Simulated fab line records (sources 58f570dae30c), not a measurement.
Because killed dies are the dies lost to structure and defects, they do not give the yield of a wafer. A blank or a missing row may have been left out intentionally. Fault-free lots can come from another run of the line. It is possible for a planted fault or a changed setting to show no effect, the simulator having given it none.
fab line records / flow berkeleyCmos170
record: lots: 14 wafers: 42 lastDay: 12
route steps=331 shown PWELL@51 ACTIVE@66 SCREENOX@100 NVT@110
lots that met no fault: from a run of the same line without faults
startH: hours from the record's opening day to when the first of the lot's shown wafers began / waitH: hours from the lot's prior step to this one / " as in the row above / L1.1+2: one row covering several wafers at once / - either no value or no given start / * or withheld: withheld / < > ~ a bound
route shown NAME@n: a module of which the file shows steps, and the number in the route of the first / usual: mean/standard deviation of fault-free wafers / same: alike in all rows / chamber/n: place in a boat / sites: readings site by site / _std_site: standard deviation across them / _edge_site: the outer-site mean with the inner-site mean subtracted / radiusMm: for every site, how far away it sits from the centre of the wafer / mask NAME#n: copy n / behind: tool/chamber where the wafer was last shaped / hold: the reason the lot was held/the length of the hold in hours/how it ended / device: the n, p or np transistor that did not switch / end of line: the route-end tests of the same wafers / a step given without rows: its recipe and nothing more / killed: dies that structure and defects cost at the first sort, which is not the same as the wafer's yield / map: dies across one wafer; x = killed, . = not, _ = none there
set.NAME: the setting as run; set.NAME@STEP: as run at that earlier step / model.NAME: the simulator's own value behind a step, which no gauge read
one table for each step of the route and one row for each wafer, over a sample of lots
== steps ==
step: UCB170_PWELL_TW_MEAS_17
usual: PWELL_TW: 382/6.1
lot.wafer=L464.2 tool=filmMetro-01 chamber=- startH=51.29 waitH=0.1 PWELL_TW=388
lot.wafer=L464.3 tool=filmMetro-01 chamber=- startH=51.29 waitH=0.1 PWELL_TW=389
lot.wafer=L464.5 tool=filmMetro-01 chamber=- startH=51.29 waitH=0.1 PWELL_TW=390
lot.wafer=L467.2 tool=filmMetro-04 chamber=- startH=68.35 waitH=0.1 PWELL_TW=377
lot.wafer=L467.5 tool=filmMetro-04 chamber=- startH=68.35 waitH=0.1 PWELL_TW=376
lot.wafer=L467.6 tool=filmMetro-04 chamber=- startH=68.35 waitH=0.1 PWELL_TW=376
lot.wafer=L470.3 tool=filmMetro-01 chamber=- startH=79.69 waitH=0.1 PWELL_TW=391
lot.wafer=L470.4 tool=filmMetro-01 chamber=- startH=79.69 waitH=0.1 PWELL_TW=391
lot.wafer=L470.6 tool=filmMetro-01 chamber=- startH=79.69 waitH=0.1 PWELL_TW=393
lot.wafer=L469.1 tool=filmMetro-02 chamber=- startH=80.15 waitH=0.1 PWELL_TW=378
lot.wafer=L469.3 tool=filmMetro-02 chamber=- startH=80.15 waitH=0.1 PWELL_TW=380
lot.wafer=L469.5 tool=filmMetro-02 chamber=- startH=80.15 waitH=0.1 PWELL_TW=380
lot.wafer=L471.3 tool=filmMetro-01 chamber=- startH=83.15 waitH=0.1 PWELL_TW=393
lot.wafer=L471.5 tool=filmMetro-01 chamber=- startH=83.15 waitH=0.1 PWELL_TW=391
lot.wafer=L471.6 tool=filmMetro-01 chamber=- startH=83.15 waitH=0.1 PWELL_TW=391
lot.wafer=L473.1 tool=filmMetro-02 chamber=- startH=103.67 waitH=0.1 PWELL_TW=377
lot.wafer=L473.4 tool=filmMetro-02 chamber=- startH=103.67 waitH=0.1 PWELL_TW=379
lot.wafer=L473.5 tool=filmMetro-02 chamber=- startH=103.67 waitH=0.1 PWELL_TW=379
lot.wafer=L475.1 tool=filmMetro-04 chamber=- startH=106.44 waitH=0.1 PWELL_TW=376
lot.wafer=L475.2 tool=filmMetro-04 chamber=- startH=106.44 waitH=0.1 PWELL_TW=376
lot.wafer=L475.5 tool=filmMetro-04 chamber=- startH=106.44 waitH=0.1 PWELL_TW=376
lot.wafer=L476.1 tool=filmMetro-02 chamber=- startH=106.72 waitH=0.1 PWELL_TW=378
lot.wafer=L476.2 tool=filmMetro-02 chamber=- startH=106.72 waitH=0.1 PWELL_TW=381
lot.wafer=L476.6 tool=filmMetro-02 chamber=- startH=106.72 waitH=0.1 PWELL_TW=379
lot.wafer=L477.2 tool=filmMetro-01 chamber=- startH=111.73 waitH=0.1 PWELL_TW=388
lot.wafer=L477.3 tool=filmMetro-01 chamber=- startH=111.73 waitH=0.1 PWELL_TW=391
lot.wafer=L477.5 tool=filmMetro-01 chamber=- startH=111.73 waitH=0.1 PWELL_TW=388
lot.wafer=L478.1 tool=filmMetro-01 chamber=- startH=124.10 waitH=0.1 PWELL_TW=386
lot.wafer=L478.2 tool=filmMetro-01 chamber=- startH=124.10 waitH=0.1 PWELL_TW=386
lot.wafer=L478.3 tool=filmMetro-01 chamber=- startH=124.10 waitH=0.1 PWELL_TW=386
lot.wafer=L479.1 tool=filmMetro-02 chamber=- startH=124.25 waitH=0.1 PWELL_TW=380
lot.wafer=L479.2 tool=filmMetro-02 chamber=- startH=124.25 waitH=0.1 PWELL_TW=380
lot.wafer=L479.4 tool=filmMetro-02 chamber=- startH=124.25 waitH=0.1 PWELL_TW=378
lot.wafer=L482.3 tool=filmMetro-01 chamber=- startH=137.79 waitH=0.1 PWELL_TW=385
lot.wafer=L482.4 tool=filmMetro-01 chamber=- startH=137.79 waitH=0.1 PWELL_TW=386
lot.wafer=L482.5 tool=filmMetro-01 chamber=- startH=137.79 waitH=0.1 PWELL_TW=387
lot.wafer=L486.1 tool=filmMetro-02 chamber=- startH=156.51 waitH=0.1 PWELL_TW=377
lot.wafer=L486.3 tool=filmMetro-02 chamber=- startH=156.51 waitH=0.1 PWELL_TW=378
lot.wafer=L486.5 tool=filmMetro-02 chamber=- startH=156.51 waitH=0.1 PWELL_TW=377
lot.wafer=L487.1 tool=filmMetro-04 chamber=- startH=163.79 waitH=0.1 PWELL_TW=374
lot.wafer=L487.2 tool=filmMetro-04 chamber=- startH=163.79 waitH=0.1 PWELL_TW=375
lot.wafer=L487.6 tool=filmMetro-04 chamber=- startH=163.79 waitH=0.1 PWELL_TW=372
step: UCB170_ACTIVE_THK_MEAS_06
recipe: reads: Si3N4_of_ACTIVE_CVD_05
usual: ACTIVE_NITRIDE_THK: 219.6/2
lot.wafer=L464.2 tool=filmMetro-03 chamber=- startH=74.98 waitH=0.0 ACTIVE_NITRIDE_THK[nm]=219.8
lot.wafer=L464.3 tool=filmMetro-03 chamber=- startH=74.98 waitH=0.0 ACTIVE_NITRIDE_THK[nm]=219.5
lot.wafer=L464.5 tool=filmMetro-03 chamber=- startH=74.98 waitH=0.0 ACTIVE_NITRIDE_THK[nm]=219.2
lot.wafer=L467.2 tool=filmMetro-04 chamber=- startH=103.02 waitH=0.0 ACTIVE_NITRIDE_THK[nm]=218.2
lot.wafer=L467.5 tool=filmMetro-04 chamber=- startH=103.02 waitH=0.0 ACTIVE_NITRIDE_THK[nm]=218.1
lot.wafer=L467.6 tool=filmMetro-04 chamber=- startH=103.02 waitH=0.0 ACTIVE_NITRIDE_THK[nm]=218.7
lot.wafer=L469.1 tool=filmMetro-04 chamber=- startH=108.34 waitH=0.0 ACTIVE_NITRIDE_THK[nm]=219.8
lot.wafer=L469.3 tool=filmMetro-04 chamber=- startH=108.34 waitH=0.0 ACTIVE_NITRIDE_THK[nm]=220.4
lot.wafer=L469.5 tool=filmMetro-04 chamber=- startH=108.34 waitH=0.0 ACTIVE_NITRIDE_THK[nm]=218.2
lot.wafer=L470.3 tool=filmMetro-01 chamber=- startH=108.36 waitH=0.0 ACTIVE_NITRIDE_THK[nm]=220.8
lot.wafer=L470.4 tool=filmMetro-01 chamber=- startH=108.36 waitH=0.0 ACTIVE_NITRIDE_THK[nm]=222.5
lot.wafer=L470.6 tool=filmMetro-01 chamber=- startH=108.36 waitH=0.0 ACTIVE_NITRIDE_THK[nm]=221.8
lot.wafer=L471.3 tool=filmMetro-03 chamber=- startH=108.36 waitH=0.0 ACTIVE_NITRIDE_THK[nm]=220.0
lot.wafer=L471.5 tool=filmMetro-03 chamber=- startH=108.36 waitH=0.0 ACTIVE_NITRIDE_THK[nm]=221.6
lot.wafer=L471.6 tool=filmMetro-03 chamber=- startH=108.36 waitH=0.0 ACTIVE_NITRIDE_THK[nm]=221.6
lot.wafer=L473.1 tool=filmMetro-04 chamber=- startH=128.07 waitH=0.0 ACTIVE_NITRIDE_THK[nm]=220.4
lot.wafer=L473.4 tool=filmMetro-04 chamber=- startH=128.07 waitH=0.0 ACTIVE_NITRIDE_THK[nm]=219.6
lot.wafer=L473.5 tool=filmMetro-04 chamber=- startH=128.07 waitH=0.0 ACTIVE_NITRIDE_THK[nm]=220.5
lot.wafer=L475.1 tool=filmMetro-01 chamber=- startH=129.97 waitH=0.0 ACTIVE_NITRIDE_THK[nm]=220.3
lot.wafer=L475.2 tool=filmMetro-01 chamber=- startH=129.97 waitH=0.0 ACTIVE_NITRIDE_THK[nm]=220.0
lot.wafer=L475.5 tool=filmMetro-01 chamber=- startH=129.97 waitH=0.0 ACTIVE_NITRIDE_THK[nm]=219.4
lot.wafer=L476.1 tool=filmMetro-03 chamber=- startH=129.97 waitH=0.0 ACTIVE_NITRIDE_THK[nm]=222.4
lot.wafer=L476.2 tool=filmMetro-03 chamber=- startH=129.97 waitH=0.0 ACTIVE_NITRIDE_THK[nm]=222.1
lot.wafer=L476.6 tool=filmMetro-03 chamber=- startH=129.97 waitH=0.0 ACTIVE_NITRIDE_THK[nm]=222.0
lot.wafer=L477.2 tool=filmMetro-04 chamber=- startH=136.86 waitH=0.0 ACTIVE_NITRIDE_THK[nm]=216.9
lot.wafer=L477.3 tool=filmMetro-04 chamber=- startH=136.86 waitH=0.0 ACTIVE_NITRIDE_THK[nm]=218.0
lot.wafer=L477.5 tool=filmMetro-04 chamber=- startH=136.86 waitH=0.0 ACTIVE_NITRIDE_THK[nm]=218.2
lot.wafer=L478.1 tool=filmMetro-03 chamber=- startH=147.86 waitH=0.0 ACTIVE_NITRIDE_THK[nm]=221.2
lot.wafer=L478.2 tool=filmMetro-03 chamber=- startH=147.86 waitH=0.0 ACTIVE_NITRIDE_THK[nm]=222.4
lot.wafer=L478.3 tool=filmMetro-03 chamber=- startH=147.86 waitH=0.0 ACTIVE_NITRIDE_THK[nm]=221.0
lot.wafer=L479.1 tool=filmMetro-01 chamber=- startH=147.86 waitH=0.0 ACTIVE_NITRIDE_THK[nm]=217.9
lot.wafer=L479.2 tool=filmMetro-01 chamber=- startH=147.86 waitH=0.0 ACTIVE_NITRIDE_THK[nm]=219.0
lot.wafer=L479.4 tool=filmMetro-01 chamber=- startH=147.86 waitH=0.0 ACTIVE_NITRIDE_THK[nm]=219.5
lot.wafer=L482.3 tool=filmMetro-01 chamber=- startH=164.03 waitH=0.0 ACTIVE_NITRIDE_THK[nm]=220.1
lot.wafer=L482.4 tool=filmMetro-01 chamber=- startH=164.03 waitH=0.0 ACTIVE_NITRIDE_THK[nm]=219.4
lot.wafer=L482.5 tool=filmMetro-01 chamber=- startH=164.03 waitH=0.0 ACTIVE_NITRIDE_THK[nm]=221.7
lot.wafer=L486.1 tool=filmMetro-04 chamber=- startH=177.80 waitH=0.0 ACTIVE_NITRIDE_THK[nm]=216.3
lot.wafer=L486.3 tool=filmMetro-04 chamber=- startH=177.80 waitH=0.0 ACTIVE_NITRIDE_THK[nm]=215.1
lot.wafer=L486.5 tool=filmMetro-04 chamber=- startH=177.80 waitH=0.0 ACTIVE_NITRIDE_THK[nm]=216.1
lot.wafer=L487.1 tool=filmMetro-04 chamber=- startH=190.29 waitH=0.0 ACTIVE_NITRIDE_THK[nm]=219.4
lot.wafer=L487.2 tool=filmMetro-04 chamber=- startH=190.29 waitH=0.0 ACTIVE_NITRIDE_THK[nm]=219.1
lot.wafer=L487.6 tool=filmMetro-04 chamber=- startH=190.29 waitH=0.0 ACTIVE_NITRIDE_THK[nm]=217.6
step: UCB170_SCREENOX_WET_ETCH_00
recipe: chemistry: dHF dilution: 25:1 target: SiO2 tempC: 25 timeS: 200
usual: bathHeatDutyPct: 5.9/0.59 runLengthS: 227/3.1 tempC: 25.00/0.095
lot.wafer=L464.2 tool=wetBench-03 chamber=1 startH=104.80 waitH=0.0 bathHeatDutyPct=5.6 runLengthS=234 tempC=24.98
lot.wafer=L464.3 tool=wetBench-03 chamber=1 startH=104.80 waitH=0.0 bathHeatDutyPct=6.4 runLengthS=234 tempC=24.79
lot.wafer=L464.5 tool=wetBench-03 chamber=1 startH=104.80 waitH=0.0 bathHeatDutyPct=5.8 runLengthS=234 tempC=25.02
lot.wafer=L467.2 tool=wetBench-01 chamber=3 startH=125.49 waitH=0.0 bathHeatDutyPct=6.5 runLengthS=226 tempC=24.87
lot.wafer=L467.5 tool=wetBench-01 chamber=3 startH=125.49 waitH=0.0 bathHeatDutyPct=5.4 runLengthS=226 tempC=24.94
lot.wafer=L467.6 tool=wetBench-01 chamber=3 startH=125.49 waitH=0.0 bathHeatDutyPct=6.3 runLengthS=226 tempC=25.00
lot.wafer=L469.1 tool=wetBench-04 chamber=0 startH=127.91 waitH=0.1 bathHeatDutyPct=- runLengthS=- tempC=-
lot.wafer=L469.3 tool=wetBench-04 chamber=0 startH=127.91 waitH=0.1 bathHeatDutyPct=- runLengthS=- tempC=-
lot.wafer=L469.5 tool=wetBench-04 chamber=0 startH=127.91 waitH=0.1 bathHeatDutyPct=- runLengthS=- tempC=-
lot.wafer=L471.3 tool=wetBench-04 chamber=0 startH=127.91 waitH=0.0 bathHeatDutyPct=- runLengthS=- tempC=-
lot.wafer=L471.5 tool=wetBench-04 chamber=0 startH=127.91 waitH=0.0 bathHeatDutyPct=- runLengthS=- tempC=-
lot.wafer=L471.6 tool=wetBench-04 chamber=0 startH=127.91 waitH=0.0 bathHeatDutyPct=- runLengthS=- tempC=-
lot.wafer=L470.3 tool=wetBench-03 chamber=1 startH=127.97 waitH=0.0 bathHeatDutyPct=5.6 runLengthS=225 tempC=24.93
lot.wafer=L470.4 tool=wetBench-03 chamber=1 startH=127.97 waitH=0.0 bathHeatDutyPct=6.1 runLengthS=225 tempC=24.91
lot.wafer=L470.6 tool=wetBench-03 chamber=1 startH=127.97 waitH=0.0 bathHeatDutyPct=5.8 runLengthS=225 tempC=25.15
lot.wafer=L476.1 tool=wetBench-04 chamber=0 startH=152.20 waitH=0.1 bathHeatDutyPct=5.9 runLengthS=227 tempC=24.99
lot.wafer=L476.2 tool=wetBench-04 chamber=0 startH=152.20 waitH=0.1 bathHeatDutyPct=6.8 runLengthS=227 tempC=24.84
lot.wafer=L476.6 tool=wetBench-04 chamber=0 startH=152.20 waitH=0.1 bathHeatDutyPct=6.7 runLengthS=227 tempC=24.92
lot.wafer=L475.1 tool=wetBench-01 chamber=2 startH=152.23 waitH=0.1 bathHeatDutyPct=5.5 runLengthS=227 tempC=24.97
lot.wafer=L475.2 tool=wetBench-01 chamber=2 startH=152.23 waitH=0.1 bathHeatDutyPct=6.6 runLengthS=227 tempC=24.96
lot.wafer=L475.5 tool=wetBench-01 chamber=2 startH=152.23 waitH=0.1 bathHeatDutyPct=5.9 runLengthS=227 tempC=24.87
lot.wafer=L473.1 tool=wetBench-04 chamber=1 startH=152.26 waitH=0.1 bathHeatDutyPct=5.7 runLengthS=223 tempC=25.17
lot.wafer=L473.4 tool=wetBench-04 chamber=1 startH=152.26 waitH=0.1 bathHeatDutyPct=5.7 runLengthS=223 tempC=25.05
lot.wafer=L473.5 tool=wetBench-04 chamber=1 startH=152.26 waitH=0.1 bathHeatDutyPct=5.2 runLengthS=223 tempC=25.25
lot.wafer=L477.2 tool=wetBench-01 chamber=2 startH=163.79 waitH=0.0 bathHeatDutyPct=6.2 runLengthS=225 tempC=24.98
lot.wafer=L477.3 tool=wetBench-01 chamber=2 startH=163.79 waitH=0.0 bathHeatDutyPct=5.5 runLengthS=225 tempC=25.09
lot.wafer=L477.5 tool=wetBench-01 chamber=2 startH=163.79 waitH=0.0 bathHeatDutyPct=5.7 runLengthS=225 tempC=24.95
lot.wafer=L479.1 tool=wetBench-04 chamber=2 startH=169.34 waitH=0.1 bathHeatDutyPct=5.1 runLengthS=234 tempC=25.12
lot.wafer=L479.2 tool=wetBench-04 chamber=2 startH=169.34 waitH=0.1 bathHeatDutyPct=5.2 runLengthS=234 tempC=24.95
lot.wafer=L479.4 tool=wetBench-04 chamber=2 startH=169.34 waitH=0.1 bathHeatDutyPct=4.7 runLengthS=234 tempC=25.06
lot.wafer=L478.1 tool=wetBench-03 chamber=1 startH=169.40 waitH=0.1 bathHeatDutyPct=6.4 runLengthS=225 tempC=25.00
lot.wafer=L478.2 tool=wetBench-03 chamber=1 startH=169.40 waitH=0.1 bathHeatDutyPct=6.3 runLengthS=225 tempC=24.95
lot.wafer=L478.3 tool=wetBench-03 chamber=1 startH=169.40 waitH=0.1 bathHeatDutyPct=5.9 runLengthS=225 tempC=25.02
lot.wafer=L482.3 tool=wetBench-03 chamber=1 startH=189.52 waitH=0.0 bathHeatDutyPct=6.5 runLengthS=233 tempC=24.96
lot.wafer=L482.4 tool=wetBench-03 chamber=1 startH=189.52 waitH=0.0 bathHeatDutyPct=6.1 runLengthS=233 tempC=25.04
lot.wafer=L482.5 tool=wetBench-03 chamber=1 startH=189.52 waitH=0.0 bathHeatDutyPct=6.1 runLengthS=233 tempC=25.07
lot.wafer=L486.1 tool=wetBench-01 chamber=0 startH=199.80 waitH=0.2 bathHeatDutyPct=4.6 runLengthS=225 tempC=25.04
lot.wafer=L486.3 tool=wetBench-01 chamber=0 startH=199.80 waitH=0.2 bathHeatDutyPct=6.3 runLengthS=225 tempC=24.96
lot.wafer=L486.5 tool=wetBench-01 chamber=0 startH=199.80 waitH=0.2 bathHeatDutyPct=6.3 runLengthS=225 tempC=24.94
lot.wafer=L487.1 tool=wetBench-04 chamber=1 startH=210.70 waitH=0.1 bathHeatDutyPct=5.1 runLengthS=231 tempC=25.11
lot.wafer=L487.2 tool=wetBench-04 chamber=1 startH=210.70 waitH=0.1 bathHeatDutyPct=5.2 runLengthS=231 tempC=25.01
lot.wafer=L487.6 tool=wetBench-04 chamber=1 startH=210.70 waitH=0.1 bathHeatDutyPct=4.3 runLengthS=231 tempC=25.08
step: UCB170_NVT_OVL_MEAS_06
usual: NVT_OVL: -1/6.1
lot.wafer=L464.2 tool=overlay-02 chamber=- startH=111.58 waitH=- NVT_OVL[nm]=8
lot.wafer=L464.3 tool=overlay-02 chamber=- startH=111.58 waitH=- NVT_OVL[nm]=12
lot.wafer=L464.5 tool=overlay-02 chamber=- startH=111.58 waitH=- NVT_OVL[nm]=8
lot.wafer=L467.2 tool=overlay-01 chamber=- startH=133.29 waitH=- NVT_OVL[nm]=-3
lot.wafer=L467.5 tool=overlay-01 chamber=- startH=133.29 waitH=- NVT_OVL[nm]=2
lot.wafer=L467.6 tool=overlay-01 chamber=- startH=133.29 waitH=- NVT_OVL[nm]=-12
lot.wafer=L470.3 tool=overlay-02 chamber=- startH=138.67 waitH=- NVT_OVL[nm]=7
lot.wafer=L470.4 tool=overlay-02 chamber=- startH=138.67 waitH=- NVT_OVL[nm]=11
lot.wafer=L470.6 tool=overlay-02 chamber=- startH=138.67 waitH=- NVT_OVL[nm]=5
lot.wafer=L475.1 tool=overlay-02 chamber=- startH=164.65 waitH=- NVT_OVL[nm]=6
lot.wafer=L475.2 tool=overlay-02 chamber=- startH=164.65 waitH=- NVT_OVL[nm]=1
lot.wafer=L475.5 tool=overlay-02 chamber=- startH=164.65 waitH=- NVT_OVL[nm]=2
lot.wafer=L476.1 tool=overlay-01 chamber=- startH=165.38 waitH=- NVT_OVL[nm]=-1
lot.wafer=L476.2 tool=overlay-01 chamber=- startH=165.38 waitH=- NVT_OVL[nm]=2
lot.wafer=L476.6 tool=overlay-01 chamber=- startH=165.38 waitH=- NVT_OVL[nm]=3
lot.wafer=L473.1 tool=overlay-02 chamber=- startH=166.10 waitH=- NVT_OVL[nm]=3
lot.wafer=L473.4 tool=overlay-02 chamber=- startH=166.10 waitH=- NVT_OVL[nm]=1
lot.wafer=L473.5 tool=overlay-02 chamber=- startH=166.10 waitH=- NVT_OVL[nm]=3
lot.wafer=L477.2 tool=overlay-02 chamber=- startH=171.48 waitH=- NVT_OVL[nm]=-8
lot.wafer=L477.3 tool=overlay-02 chamber=- startH=171.48 waitH=- NVT_OVL[nm]=-5
lot.wafer=L477.5 tool=overlay-02 chamber=- startH=171.48 waitH=- NVT_OVL[nm]=-5
lot.wafer=L479.1 tool=overlay-01 chamber=- startH=178.78 waitH=- NVT_OVL[nm]=-2
lot.wafer=L479.2 tool=overlay-01 chamber=- startH=178.78 waitH=- NVT_OVL[nm]=-7
lot.wafer=L479.4 tool=overlay-01 chamber=- startH=178.78 waitH=- NVT_OVL[nm]=-8
lot.wafer=L478.1 tool=overlay-01 chamber=- startH=179.33 waitH=- NVT_OVL[nm]=-13
lot.wafer=L478.2 tool=overlay-01 chamber=- startH=179.33 waitH=- NVT_OVL[nm]=-9
lot.wafer=L478.3 tool=overlay-01 chamber=- startH=179.33 waitH=- NVT_OVL[nm]=-4
lot.wafer=L482.3 tool=overlay-02 chamber=- startH=197.46 waitH=- NVT_OVL[nm]=-17
lot.wafer=L482.4 tool=overlay-02 chamber=- startH=197.46 waitH=- NVT_OVL[nm]=-9
lot.wafer=L482.5 tool=overlay-02 chamber=- startH=197.46 waitH=- NVT_OVL[nm]=-10
lot.wafer=L486.1 tool=overlay-02 chamber=- startH=207.55 waitH=- NVT_OVL[nm]=2
lot.wafer=L486.3 tool=overlay-02 chamber=- startH=207.55 waitH=- NVT_OVL[nm]=2
lot.wafer=L486.5 tool=overlay-02 chamber=- startH=207.55 waitH=- NVT_OVL[nm]=3
lot.wafer=L487.1 tool=overlay-01 chamber=- startH=219.08 waitH=- NVT_OVL[nm]=10
lot.wafer=L487.2 tool=overlay-01 chamber=- startH=219.08 waitH=- NVT_OVL[nm]=7
lot.wafer=L487.6 tool=overlay-01 chamber=- startH=219.08 waitH=- NVT_OVL[nm]=10
== key ==
firstSign: step: UCB170_SCREENOX_WET_ETCH_00 reading: toolRecord direction: missing
effect none on later readings
metAt UCB170_SCREENOX_WET_ETCH_00
struckLots L469,L471
laterRowsLeftOut L469.1,L469.3,L469.5,L471.3,L471.5,L471.6
sortLeftOut L469.1,L469.3,L469.5,L471.3,L471.5,L471.6
testerLeftOut L469,L471
notActingAt UCB170_PWELL_TW_MEAS_17,UCB170_ACTIVE_THK_MEAS_06,UCB170_NVT_OVL_MEAS_06
fault: kind: skippedStepWhole tool: wetBench-04 chamber: - onsetH: 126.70 steps: UCB170_SCREENOX_WET_ETCH_00 scope: struckLotsOnly
testerLeftOut: of these lots the tester's yield and bins aren't shown, on N5 and GAA mostly nor the transistor test; their killed dies are dies lost to structure and defects alone, not to doping, threshold or leakage, so they don't give the yield
sortLeftOut: the simulated sort isn't trusted on such a fault, so these wafers' sort isn't shown, and their yield isn't known
laterRowsLeftOut: the simulator's readings of these wafers behind a module that went badly wrong aren't trusted and aren't shown, but for the sort
